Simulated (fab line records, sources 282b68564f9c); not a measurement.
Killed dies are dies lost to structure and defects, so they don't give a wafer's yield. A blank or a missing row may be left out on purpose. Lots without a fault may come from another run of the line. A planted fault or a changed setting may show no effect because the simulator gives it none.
fab line records | flow rit_cmos
record lots=6 wafers=18 last_day=6
route steps=202 shown PWELL@43 WELLDRIVE@50 NWELL@51 NRETRO@53 M1@202
lots that met no fault: from a run of the same line without faults
start_h: hours from the record's first day to the start of the lot's first wafer shown | wait_h: hours since the lot's step before | " the same as in the row above | L1.1+2: a row that stands for several wafers | - no value, or no start given | * or withheld: withheld | < > ~ a bound
route shown NAME@n: a module of which the file shows steps, and the number in the route of the first | usual: mean/standard deviation of fault-free wafers | same: alike in all rows | chamber/n: place in a boat | sites: the reading at each site | _std_site: their standard deviation | _edge_site: outer sites' mean less inner sites' | radius_mm: how far each site lies from the wafer's centre | mask NAME#n: copy n | behind: the tool/chamber that last shaped the wafer | hold: why the lot was held/for how many hours/how that ended | device: the transistor (n, p or np) that didn't switch | end of line: the same wafers' tests at the end of the route | a step without rows: its recipe alone | killed: dies lost to structure and defects at the first sort, not the wafer's yield | map: a wafer's dies, x killed, . not, _ none there
set.NAME: the setting as run; set.NAME@STEP: as run at that earlier step | model.NAME: the simulator's own value behind a step, which no gauge read
lots at some steps of the route; a table a step, a row a wafer
services: from which hour (start_h, from the record's first day; less than 0 if before it) a tool's chamber was out of use, for how many hours, and why
## steps
# step RIT_PWELL_PEB_04
# recipe resist=NOVOLAK temp_c=withheld time_s=withheld
# step RIT_PWELL_DEVELOP_05
# recipe resist=NOVOLAK develop_time_s=68 dev_temp_c=23
# step RIT_PWELL_OVL_MEAS_06
# usual PWELL_OVL=0.1/1.5
# columns lot.wafer tool chamber start_h wait_h PWELL_OVL[nm]
L274.1 overlay-02 - 27.44 - 1.0
L274.2 " - " " -0.3
L274.4 " - " " 1.3
L275.3 overlay-02 - 31.94 - 4.6
L275.4 " - " " 3.4
L275.6 " - " " 4.0
L277.3 overlay-02 - 42.74 - -0.1
L277.4 " - " " -0.4
L277.5 " - " " 0.5
L279.3 overlay-02 - 53.37 - 2.9
L279.5 " - " " 1.5
L279.6 " - " " 2.7
L288.3 overlay-02 - 97.18 - 1.3
L288.5 " - " " 2.9
L288.6 " - " " 1.2
L292.3 overlay-01 - 119.29 - -0.1
L292.4 " - " " 2.3
L292.6 " - " " 1.9
# step RIT_PWELL_HARDBAKE_07
# recipe resist=NOVOLAK temp_c=140 time_s=120
# step RIT_PWELL_IMPLANT_08
# recipe species=B energy_kev=170 dose_cm2=7e+13 tilt_deg=7
# step RIT_PWELL_STRIP_09
# recipe chemistry=O2 time_s=180 resist=NOVOLAK platen_temp_c=withheld power_w=500 pressure_mtorr=4000 o2_flow_sccm=4000
# usual drypump_motor_current_A=5.8/0.52
# columns lot.wafer tool chamber start_h wait_h drypump_motor_current_A rf_hours_counter_h
L274.1 plasma_asher-03 0 27.87 0.1 6.7 40
L274.2 " 1 " " 5.4 40
L274.4 " 0 " " 6.7 -
L275.3 plasma_asher-02 0 32.42 0.1 5.5 -
L275.4 " 1 " " 5.7 -
L275.6 " 0 " " 5.4 -
L277.3 plasma_asher-01 0 43.22 0.1 5.3 -
L277.4 " 1 " " 6.3 -
L277.5 " 1 " " 6.3 -
L279.3 plasma_asher-02 0 53.85 0.1 5.5 -
L279.5 " 0 " " 5.4 -
L279.6 " 1 " " 5.6 -
L288.3 plasma_asher-01 1 97.66 0.1 6.3 -
L288.5 " 1 " " 6.3 -
L288.6 " 0 " " 5.3 -
L292.3 plasma_asher-01 0 119.78 0.1 5.4 -
L292.4 " 1 " " 6.3 -
L292.6 " 0 " " 5.3 -
# step RIT_PWELL_TW_MEAS_10
# usual PWELL_TW=945/9.4
# columns lot.wafer tool chamber start_h wait_h PWELL_TW
L274.1 film_metro-02 - 28.05 0.1 933
L274.2 " - " " 925
L274.4 " - " " 929
L275.3 film_metro-01 - 32.56 0.1 960
L275.4 " - " " 951
L275.6 " - " " 950
L277.3 film_metro-04 - 43.36 0.1 956
L277.4 " - " " 953
L277.5 " - " " 949
L279.3 film_metro-04 - 53.99 0.1 944
L279.5 " - " " 943
L279.6 " - " " 939
L288.3 film_metro-04 - 97.80 0.1 939
L288.5 " - " " 942
L288.6 " - " " 943
L292.3 film_metro-01 - 119.91 0.1 950
L292.4 " - " " 950
L292.6 " - " " 947
# step RIT_WELLDRIVE_ANNEAL_00
# recipe temp_c=1100 time_s=14700 ambient=N2
# step RIT_WELLDRIVE_RS_MEAS_01
# recipe thk_meas_gauge=four-point-probe
# usual NWELL_RS=275.5/0.7
# columns lot.wafer tool chamber start_h wait_h NWELL_RS[ohm/sq]
L274.1 film_metro-01 - 33.52 0.0 275.6
L274.2 " - " " 276.9
L274.4 " - " " 276.1
L275.3 film_metro-01 - 37.72 0.0 275.9
L275.4 " - " " 275.4
L275.6 " - " " 275.4
L277.3 film_metro-04 - 48.52 0.0 275.7
L277.4 " - " " 275.2
L277.5 " - " " 276.2
L279.3 film_metro-01 - 59.15 0.0 275.9
L279.5 " - " " 276.2
L279.6 " - " " 276.3
L288.3 film_metro-01 - 102.96 0.0 276.2
L288.5 " - " " 276.2
L288.6 " - " " 276.6
L292.3 film_metro-02 - 125.08 0.0 275.4
L292.4 " - " " 275.6
L292.6 " - " " 276.5
# step RIT_WELLDRIVE_RS_MEAS_02
# recipe thk_meas_gauge=four-point-probe
# usual PWELL_RS=429.6/1
# columns lot.wafer tool chamber start_h wait_h PWELL_RS[ohm/sq]
L274.1 film_metro-01 - 33.64 0.1 431.3
L274.2 " - " " 431.7
L274.4 " - " " 429.9
L275.3 film_metro-01 - 37.84 0.1 430.4
L275.4 " - " " 429.9
L275.6 " - " " 431.1
L277.3 film_metro-04 - 48.64 0.1 430.9
L277.4 " - " " 430.6
L277.5 " - " " 430.5
L279.3 film_metro-01 - 59.27 0.1 429.8
L279.5 " - " " 431.2
L279.6 " - " " 428.5
L288.3 film_metro-01 - 103.08 0.1 430.0
L288.5 " - " " 431.0
L288.6 " - " " 429.8
L292.3 film_metro-02 - 125.20 0.1 428.5
L292.4 " - " " 428.7
L292.6 " - " " 429.7
# step RIT_NRETRO_HMDS_00
# recipe prime_time_s=60 prime_temp_c=140
# step RIT_NRETRO_COAT_01
# recipe resist=NOVOLAK spin_rpm=2000 resist_thk_nm=1300
# step RIT_NRETRO_SOFTBAKE_02
# recipe resist=NOVOLAK temp_c=90 time_s=60
# usual exhaust_pa=44.7/0.82 heater_power_total_W=34.56/0.053 plate_temp_C=89.98/0.14
# columns lot.wafer tool chamber start_h wait_h exhaust_pa heater_power_total_W plate_temp_C
L274.1 litho_track-03 0 34.06 0.1 45.7 34.58 89.72
L274.2 " 0 " " 45.0 34.59 89.83
L274.4 " 0 " " 45.5 34.60 89.72
L275.3 litho_track-02 0 38.27 0.1 44.4 34.53 90.08
L275.4 " 0 " " 43.5 34.53 89.85
L275.6 " 0 " " 43.6 34.57 90.00
L277.3 litho_track-03 0 49.07 0.1 44.8 32.52 86.44
L277.4 " 0 " " 45.2 32.56 86.35
L277.5 " 0 " " 45.6 32.53 86.18
L279.3 litho_track-03 0 59.70 0.1 44.8 32.61 86.05
L279.5 " 0 " " 45.7 32.58 85.91
L279.6 " 0 " " 45.4 32.49 86.01
L288.3 litho_track-04 0 103.51 0.1 45.0 34.55 89.91
L288.5 " 0 " " 45.0 34.54 89.85
L288.6 " 0 " " 44.8 34.42 89.87
L292.3 litho_track-04 0 125.63 0.1 45.6 34.62 90.21
L292.4 " 0 " " 45.1 34.59 90.08
L292.6 " 0 " " 44.9 34.56 90.11
# step RIT_NRETRO_EXPOSE_03
# recipe mask_id=M4 na=0.57 target_cd_nm=43900 dose_mj=250
# step RIT_NRETRO_PEB_04
# recipe resist=NOVOLAK temp_c=withheld time_s=withheld
# step RIT_NRETRO_DEVELOP_05
# recipe resist=NOVOLAK develop_time_s=68 dev_temp_c=23
# usual exhaust_pa=44.9/1
# columns lot.wafer tool chamber start_h wait_h exhaust_pa model.NOVOLAK_of_NRETRO_COAT_01.thk_nm
L274.1 litho_track-02 0 - - 45.0 1301
L274.2 " 0 " " 46.4 1300
L274.4 " 0 " " 45.4 1298
L275.3 litho_track-02 0 - - 46.7 1291
L275.4 " 0 " " 45.4 1288
L275.6 " 0 " " 47.0 1293
L277.3 litho_track-04 0 - - 46.0 1314
L277.4 " 0 " " 44.4 1317
L277.5 " 0 " " 46.8 1314
L279.3 litho_track-02 0 - - 45.8 1316
L279.5 " 0 " " 46.2 1313
L279.6 " 0 " " 45.8 1314
L288.3 litho_track-02 0 - - 46.1 1295
L288.5 " 0 " " 47.0 1296
L288.6 " 0 " " 45.4 1292
L292.3 litho_track-02 0 - - 45.0 1296
L292.4 " 0 " " 45.3 1296
L292.6 " 0 " " 45.5 1297
# step RIT_NRETRO_OVL_MEAS_06
# usual NRETRO_OVL=0.0/1.4
# columns lot.wafer tool chamber start_h wait_h NRETRO_OVL[nm]
L274.1 overlay-01 - 34.77 - -1.2
L274.2 " - " " 0.3
L274.4 " - " " -0.2
L275.3 overlay-02 - 38.82 - 0.7
L275.4 " - " " 0.1
L275.6 " - " " 1.2
L277.3 overlay-02 - 49.74 - -1.3
L277.4 " - " " -0.4
L277.5 " - " " -0.9
L279.3 overlay-01 - 60.37 - -2.7
L279.5 " - " " -2.6
L279.6 " - " " -1.8
L288.3 overlay-01 - 104.05 - 2.9
L288.5 " - " " -0.1
L288.6 " - " " -0.1
L292.3 overlay-02 - 126.29 - 1.0
L292.4 " - " " -0.4
L292.6 " - " " 0.0
# step RIT_M1_PROBE_99
# usual killed_at_front_end=7/3.1 killed_dies=7/3.1 killed_open=3.3/2 killed_short=3.4/2.1
# same gross_dies=264 killed_at_M0_to_M3=0 killed_at_M4_up=0 killed_at_back_side=0 killed_at_contacts=0 killed_at_other=0
# columns lot.wafer tool chamber start_h wait_h killed_at_front_end killed_dies killed_open killed_short
L288.3 prober-01 - 132.74 0.2 8 8 3 5
L288.5 prober-01 - 132.84 0.2 8 8 6 2
L288.6 prober-01 - 132.89 0.2 9 9 6 3
L292.3 prober-01 - 153.77 0.2 6 6 3 3
L292.4 prober-01 - 153.82 0.2 4 4 1 3
L292.6 prober-01 - 153.92 0.2 12 12 5 7
# killed by level:class
L288.3 GATE:geometric_particle:short=3 REOX:geometric_particle:short=2 FOX1:geometric_particle:open=1 GATE:geometric_particle:open=1 SILICIDE:geometric_particle:open=1
L288.5 GATE:geometric_particle:open=4 GATE:geometric_particle:short=2 REOX:geometric_particle:open=2
L288.6 GATE:geometric_particle:open=4 GATE:geometric_particle:short=2 FOX2:geometric_particle:short=1 REOX:geometric_particle:open=1 SPACER:geometric_particle:open=1
L292.3 FOX2:geometric_particle:open=2 FOX1:geometric_particle:short=1 SPACER:geometric_particle:open=1 SPACER:geometric_particle:short=1 SILICIDE:geometric_particle:short=1
L292.4 FOX1:geometric_particle:short=1 GATE:geometric_particle:short=1 GATE:geometric_particle:open=1 SPACER:geometric_particle:short=1
L292.6 FOX1:geometric_particle:short=5 FOX1:geometric_particle:open=2 SILICIDE:geometric_particle:short=2 GATE:geometric_particle:open=1 REOX:geometric_particle:open=1 SILICIDE:geometric_particle:open=1
## services
# columns tool chamber start_h hours kind
plasma_asher-03 - 29.45 3.2 repair
plasma_asher-02 - 108.75 9.0 pm
plasma_asher-02 0 108.75 9.0 vent_cycle
plasma_asher-02 1 108.75 9.0 vent_cycle
plasma_asher-03 - 117.44 8.2 repair
plasma_asher-02 0 117.75 - clean
plasma_asher-02 1 117.75 - clean
## key
first_sign step=RIT_NRETRO_SOFTBAKE_02 reading=heater_power_total_W direction=down sigmas=38 usual=34.56 struck=32.55
effect step=RIT_NRETRO_SOFTBAKE_02 reading=plate_temp_C direction=down sigmas=27 usual=* struck=*
model_effect step=RIT_NRETRO_DEVELOP_05 value=NOVOLAK_of_NRETRO_COAT_01.thk_nm without=1301 struck=1315
met_at RIT_NRETRO_SOFTBAKE_02
struck_wafers L277.3,L277.4,L277.5,L279.3,L279.5,L279.6
tester_left_out L277,L279
onset_between 34.06 49.07
fault kind=process_parameter_drift tool=litho_track-03 chamber=- onset_h=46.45 steps=RIT_NRETRO_SOFTBAKE_02 channel=temp_c offset=* shape=step end_h=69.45 acts_in=* stated=*
# tester_left_out: of these lots the tester's yield and bins aren't shown, on N5 and GAA mostly nor the transistor test; their killed dies are dies lost to structure and defects alone, not to doping, threshold or leakage, so they don't give the yield
